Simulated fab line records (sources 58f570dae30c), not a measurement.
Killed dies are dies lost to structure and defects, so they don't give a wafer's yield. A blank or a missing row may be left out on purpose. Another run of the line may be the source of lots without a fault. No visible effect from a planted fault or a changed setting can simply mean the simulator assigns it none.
Tool commonality check -- flow berkeley_cmos170 -- Lots sampled 14, wafers sampled 42

## THE REASON FOR OPENING IT
2 of 14 lots carry a flag on the reading NLDD_RS at UCB170_SDANNEAL_RS_MEAS_05. No-fault wafers: 616.1 ohm/sq, standard deviation 1.5.
Rule: a lot is flagged when every wafer of it that has a number lies more than 4 standard deviations from that mean, or none has a number. The other lots count as sound.

lot,measured,on,"NLDD_RS (ohm/sq), wafer by wafer",flag
L988,day 6 15:29,film_metro-03,615.0 614.8 614.4,
L989,day 6 19:44,film_metro-02,615.8 618.0 617.0,
L991,day 7 07:50,film_metro-03,614.2 614.5 614.3,
L990,day 7 07:59,film_metro-02,614.5 615.3 615.6,
L992,day 7 19:20,film_metro-01,616.6 614.4 614.7,
L993,day 7 19:23,film_metro-03,614.4 615.1 613.8,
L998,day 8 20:24,film_metro-02,575.6 576.4 575.7,FLAGGED
L999,day 9 07:46,film_metro-02,614.9 616.4 616.3,
L101,day 9 22:12,film_metro-03,577.7 578.9 578.8,FLAGGED
L108,day 10 10:00,film_metro-02,615.3 614.5 615.2,
L105,day 10 10:10,film_metro-03,617.5 615.2 616.3,
L110,day 11 00:38,film_metro-02,615.7 617.0 615.5,
L109,day 11 03:02,film_metro-02,615.5 616.8 617.0,
L111,day 11 06:45,film_metro-02,615.3 615.2 614.1,
Average over the flagged lots: 577.2 ohm/sq; offset from the usual -38.9 ohm/sq, equal to -26 standard deviations.

## WHICH TOOL EACH LOT WENT THROUGH
2 process steps preceding the reading are held in the record, out of 331 steps in the route. In each cell: the tool, then ch and the chambers that the sampled wafers went through, then the start.
lot,flag,UCB170_NLDD_IMPLANT_09,UCB170_SPACER_CVD_00
L988,,"implanter-04 ch 0, day 6 04:41","pecvd-04 ch 1,2, day 6 05:20"
L989,,"implanter-01 ch 0, day 6 09:59","pecvd-04 ch 1,2, day 6 12:56"
L991,,"implanter-01 ch 0, day 6 19:05","pecvd-04 ch 1,2, day 6 19:36"
L990,,"implanter-04 ch 0, day 6 18:34","pecvd-02 ch 0,1,2, day 6 19:14"
L992,,"implanter-04 ch 0, day 7 09:37","pecvd-02 ch 1,2, day 7 10:07"
L993,,"implanter-04 ch 0, day 7 09:58","pecvd-03 ch 0,1, day 7 10:25"
L998,FLAGGED,"implanter-04 ch 0, day 8 08:48","pecvd-04 ch 0,1, day 8 09:19"
L999,,"implanter-01 ch 0, day 8 20:11","pecvd-04 ch 0,1,2, day 8 20:40"
L101,FLAGGED,"implanter-04 ch 0, day 9 03:46","pecvd-02 ch 0,2, day 9 05:49"
L108,,"implanter-01 ch 0, day 9 23:28","pecvd-02 ch 0,1, day 9 23:55"
L105,,"implanter-03 ch 0, day 9 22:37","pecvd-04 ch 1,2, day 9 23:12"
L110,,"implanter-03 ch 0, day 10 14:46","pecvd-04 ch 0,2, day 10 16:36"
L109,,"implanter-01 ch 0, day 10 14:44","pecvd-02 ch 0,1,2, day 10 16:36"
L111,,"implanter-01 ch 0, day 10 21:26","pecvd-03 ch 0,1,2, day 10 21:56"
What the steps here do:
- UCB170_NLDD_IMPLANT_09
- UCB170_SPACER_CVD_00: deposits SiO2 from TEOS/O2, target thk 376 nm, time 47 s.
- UCB170_SDANNEAL_RS_MEAS_05: measures by four-point-probe.

## FLAGGED OVER TOTAL, TOOL BY TOOL (the gauges that took the reading come last)
step,tool,lots run,flagged,share of the flagged lots,sound lots run after its first flagged lot
UCB170_NLDD_IMPLANT_09,implanter-01,6,0,none,-
UCB170_NLDD_IMPLANT_09,implanter-03,2,0,none,-
UCB170_NLDD_IMPLANT_09,implanter-04,6,2,all,0
UCB170_SPACER_CVD_00,pecvd-02,5,1,some,"2 (L108,L109)"
UCB170_SPACER_CVD_00,pecvd-03,2,0,none,-
UCB170_SPACER_CVD_00,pecvd-04,7,1,some,"3 (L999,L105,L110)"
UCB170_SDANNEAL_RS_MEAS_05,film_metro-01,1,0,none,-
UCB170_SDANNEAL_RS_MEAS_05,film_metro-02,8,1,some,"5 (L999,L108,L110,L109,L111)"
UCB170_SDANNEAL_RS_MEAS_05,film_metro-03,5,1,some,1 (L105)

## THE TABLE: WHAT IT ALLOWS
All flagged lots share 1 row of the table, namely implanter-04 at UCB170_NLDD_IMPLANT_09.
- implanter-04 at UCB170_NLDD_IMPLANT_09 ran 6 lots, 2 of them flagged. A fault beginning between L993 (day 7 09:58), its last sound lot, and L998 (day 8 08:48), its first flagged one, fits the data. Its own readings lie more than 4 standard deviations out on every wafer of the flagged lots: beam_energy_keV.
Left over: one tool, implanter-04 at UCB170_NLDD_IMPLANT_09.

## WHAT THE SIMULATOR HAD PUT IN
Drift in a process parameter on implanter-04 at UCB170_NLDD_IMPLANT_09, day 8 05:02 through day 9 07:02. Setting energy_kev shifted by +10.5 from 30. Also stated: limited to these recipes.
Struck lots among those shown: L998, L101. The rule above found the same.
